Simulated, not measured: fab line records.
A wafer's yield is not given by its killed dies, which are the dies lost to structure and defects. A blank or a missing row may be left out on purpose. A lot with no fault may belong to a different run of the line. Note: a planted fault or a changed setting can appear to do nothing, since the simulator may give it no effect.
Split-lot experiment / flow berkeley cmos170 / 23 wafers read across 5 lots, on a route 331 steps long

SPLIT DETAILS
At UCB170_NLDD_COAT_01 (resist thk 900 nm), the setting resist thk nm was moved away from the recipe's 900 nm on 9 of the 23 wafers read, by -6.0% to -3.1%. All remaining wafers had this setting at the recipe value.

Reading taken at the split's own step.

THE READING
KrF_of_NLDD_COAT_01.thk nm (the simulator's own value, which no gauge read), in nm, at UCB170_NLDD_COAT_01 (resist thk 900 nm). The file does not state a usual value for it. Here, 14 wafers ran the recipe; their average is 899.7 nm with a standard deviation of 2.1 nm.

wafer=L076.2; tool, chamber at the split=litho track-01, 0; resist thk nm as run, nm=859.1; against the recipe=-4.5%; KrF_of_NLDD_COAT_01.thk nm, nm=857.4; against lot-mates on the recipe=-40.7
wafer=L076.3; tool, chamber at the split=litho track-01, 0; resist thk nm as run, nm=900; against the recipe=recipe; KrF_of_NLDD_COAT_01.thk nm, nm=897.6; against lot-mates on the recipe=-
wafer=L076.4; tool, chamber at the split=litho track-01, 0; resist thk nm as run, nm=900; against the recipe=recipe; KrF_of_NLDD_COAT_01.thk nm, nm=898; against lot-mates on the recipe=-
wafer=L076.5; tool, chamber at the split=litho track-01, 0; resist thk nm as run, nm=859.1; against the recipe=-4.5%; KrF_of_NLDD_COAT_01.thk nm, nm=858.5; against lot-mates on the recipe=-39.6
wafer=L076.6; tool, chamber at the split=litho track-01, 0; resist thk nm as run, nm=900; against the recipe=recipe; KrF_of_NLDD_COAT_01.thk nm, nm=898.7; against lot-mates on the recipe=-
wafer=L078.1; tool, chamber at the split=litho track-04, 0; resist thk nm as run, nm=900; against the recipe=recipe; KrF_of_NLDD_COAT_01.thk nm, nm=900.2; against lot-mates on the recipe=-
wafer=L078.2; tool, chamber at the split=litho track-04, 0; resist thk nm as run, nm=855.9; against the recipe=-4.9%; KrF_of_NLDD_COAT_01.thk nm, nm=859.4; against lot-mates on the recipe=-41.6
wafer=L078.3; tool, chamber at the split=litho track-04, 0; resist thk nm as run, nm=900; against the recipe=recipe; KrF_of_NLDD_COAT_01.thk nm, nm=901.9; against lot-mates on the recipe=-
wafer=L078.4; tool, chamber at the split=litho track-04, 0; resist thk nm as run, nm=855.9; against the recipe=-4.9%; KrF_of_NLDD_COAT_01.thk nm, nm=857.5; against lot-mates on the recipe=-43.5
wafer=L078.6; tool, chamber at the split=litho track-04, 0; resist thk nm as run, nm=900; against the recipe=recipe; KrF_of_NLDD_COAT_01.thk nm, nm=900.8; against lot-mates on the recipe=-
wafer=L079.3; tool, chamber at the split=litho track-04, 0; resist thk nm as run, nm=900; against the recipe=recipe; KrF_of_NLDD_COAT_01.thk nm, nm=901.7; against lot-mates on the recipe=-
wafer=L079.4; tool, chamber at the split=litho track-04, 0; resist thk nm as run, nm=900; against the recipe=recipe; KrF_of_NLDD_COAT_01.thk nm, nm=896.9; against lot-mates on the recipe=-
wafer=L079.5; tool, chamber at the split=litho track-04, 0; resist thk nm as run, nm=900; against the recipe=recipe; KrF_of_NLDD_COAT_01.thk nm, nm=901.2; against lot-mates on the recipe=-
wafer=L080.1; tool, chamber at the split=litho track-01, 0; resist thk nm as run, nm=900; against the recipe=recipe; KrF_of_NLDD_COAT_01.thk nm, nm=902.6; against lot-mates on the recipe=-
wafer=L080.2; tool, chamber at the split=litho track-01, 0; resist thk nm as run, nm=846; against the recipe=-6.0%; KrF_of_NLDD_COAT_01.thk nm, nm=848.6; against lot-mates on the recipe=-54.1
wafer=L080.4; tool, chamber at the split=litho track-01, 0; resist thk nm as run, nm=900; against the recipe=recipe; KrF_of_NLDD_COAT_01.thk nm, nm=902.7; against lot-mates on the recipe=-
wafer=L080.5; tool, chamber at the split=litho track-01, 0; resist thk nm as run, nm=846; against the recipe=-6.0%; KrF_of_NLDD_COAT_01.thk nm, nm=849.2; against lot-mates on the recipe=-53.5
wafer=L080.6; tool, chamber at the split=litho track-01, 0; resist thk nm as run, nm=846; against the recipe=-6.0%; KrF_of_NLDD_COAT_01.thk nm, nm=847.4; against lot-mates on the recipe=-55.3
wafer=L084.2; tool, chamber at the split=litho track-04, 0; resist thk nm as run, nm=871.8; against the recipe=-3.1%; KrF_of_NLDD_COAT_01.thk nm, nm=867.8; against lot-mates on the recipe=-29.8
wafer=L084.3; tool, chamber at the split=litho track-04, 0; resist thk nm as run, nm=871.8; against the recipe=-3.1%; KrF_of_NLDD_COAT_01.thk nm, nm=872.2; against lot-mates on the recipe=-25.4
wafer=L084.4; tool, chamber at the split=litho track-04, 0; resist thk nm as run, nm=900; against the recipe=recipe; KrF_of_NLDD_COAT_01.thk nm, nm=897.5; against lot-mates on the recipe=-
wafer=L084.5; tool, chamber at the split=litho track-04, 0; resist thk nm as run, nm=900; against the recipe=recipe; KrF_of_NLDD_COAT_01.thk nm, nm=897.3; against lot-mates on the recipe=-
wafer=L084.6; tool, chamber at the split=litho track-04, 0; resist thk nm as run, nm=900; against the recipe=recipe; KrF_of_NLDD_COAT_01.thk nm, nm=898.1; against lot-mates on the recipe=-

THE FIT
A straight line over all 23 wafers: KrF_of_NLDD_COAT_01.thk nm changes by +8.68 nm for each +1% of resist thk nm; r = +1.00; the points scatter about the line by 2.2 nm.
The same after taking each lot's own level away (the mean of its wafers on the recipe; 23 wafers): +8.91 nm for each +1%; r = +1.00; scatter 1.3 nm.
Per that fit: largest resist thk nm move, reading shift of 53 nm.
The span of the lots' own levels, 897.63 to 902.65 nm, comes to 2.4 times the standard deviation stated above.
Consequently the slope shifts little with the lot-to-lot level, the two slopes agreeing.
Check: with one of the wafers moved furthest among these (-6.0%) left out of the fit, the line predicts -53.3 nm for it against its lot-mates. It came out at -54.1 nm against them.

OTHER SPLITS ON THESE WAFERS
Other splits were also applied to these wafers ahead of the reading. Each is held against what the fit with the lots' levels taken away leaves over:
other split on the same wafers=UCB170_PLDD_EXPOSE_03 dose mj; wafers away from the commonest value=5; r with KrF_of_NLDD_COAT_01.thk nm (lot level and that fit taken away)=+0.18

THE WHOLE CHAIN: every reading that the file lists as answering this split, in the file's order
step=UCB170_NLDD_COAT_01; what it does=resist thk 900 nm; reading=KrF_of_NLDD_COAT_01.thk nm (the simulator's own value, which no gauge read); change (the file's fit)=+8.87 nm for each +1% of the setting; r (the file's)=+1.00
step=UCB170_NLDD_STRIP_10; what it does=strips in O2; reading=strip time to endpoint s; change (the file's fit)=withheld for each +1% of the setting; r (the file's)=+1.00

THE FILE'S OWN FIT
KrF_of_NLDD_COAT_01.thk nm changes by +8.87 nm for each +1% of resist thk nm, r = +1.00.
